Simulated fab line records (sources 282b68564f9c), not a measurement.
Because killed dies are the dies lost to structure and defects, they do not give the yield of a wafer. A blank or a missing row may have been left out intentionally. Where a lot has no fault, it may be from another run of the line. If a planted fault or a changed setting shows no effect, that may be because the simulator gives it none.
A lot that was struck, set against a sound lot || flow ritCmos || 11 out of 202 route steps
Sound: these wafers, L220.1, L220.5, L220.6. Wafers struck: L236.3, L236.4, L236.6. The cause is named last.
Each step with rows lists, per side, the tool, then ch with its chambers, then its first start. Under that, the readings that differ: sound wafers || struck wafers || difference of the means || sigmas: that difference in standard deviations of wafers without a fault.
alike: readings whose means differ by less than 2 such deviations, and words and numbers that are the same on both sides. not compared: withheld readings, readings that some wafer has no value for, bounds like >300 that may hide the same value, and numbers for which the record gives no deviation and whose values overlap.
Wherever a step has rows on one side only, a row that says differs or no value, or a row with sigmas, the two part there. Numbers that don't overlap but have no deviation are shown without sigmas and don't part them. A reading that every wafer of one side lacks parts them only if that side has two wafers or more.

RIT_ACTIVE_BOW_MEAS_00:
  sound on filmMetro-01, day 1 10:00; struck on filmMetro-04, day 4 18:02
  alike: INCOMING_BOW
then, 1 step without rows for these wafers: RIT_ACTIVE_OXIDATION_01 (target thk 46.8 nm, ox time 3360 s).
RIT_ACTIVE_THK_MEAS_02:
  sound on filmMetro-01, day 1 12:03; struck on filmMetro-04, day 4 21:08
  alike: ACTIVE_OXIDE_THK
then, 1 step without rows for these wafers: RIT_ACTIVE_CVD_03 (deposits Si3N4 from SiH2Cl2/NH3, target thk 150 nm, time 1500 s).
RIT_ACTIVE_THK_MEAS_04:
  sound on filmMetro-01, day 1 13:32; struck on filmMetro-01, day 4 22:37
  alike: ACTIVE_NITRIDE_THK
then, 3 steps without rows for these wafers: RIT_ACTIVE_HMDS_05 (prime time 60 s); RIT_ACTIVE_COAT_06 (resist thk 1000 nm); RIT_ACTIVE_SOFTBAKE_07 (time 60 s).
RIT_ACTIVE_EXPOSE_08: exposes mask M1, target cd 1400 nm.
  sound on ilineStepper-01 ch 0, day 1 14:17; struck on ilineStepper-01 ch 0, day 4 23:17
{"reading": "model.ACTIVE.overlayXNm (nm)", "sound": "0.1493 0.1493 0.1493", "struck": "105.7 105.7 105.7", "difference": "+105.6", "sigmas": ""}
  alike: mask
then, 2 steps without rows for these wafers: RIT_ACTIVE_PEB_09; RIT_M1_PROBE_99.

== WHERE THEY PART ==
Nowhere in this record.

WHY: whatever the simulator had introduced
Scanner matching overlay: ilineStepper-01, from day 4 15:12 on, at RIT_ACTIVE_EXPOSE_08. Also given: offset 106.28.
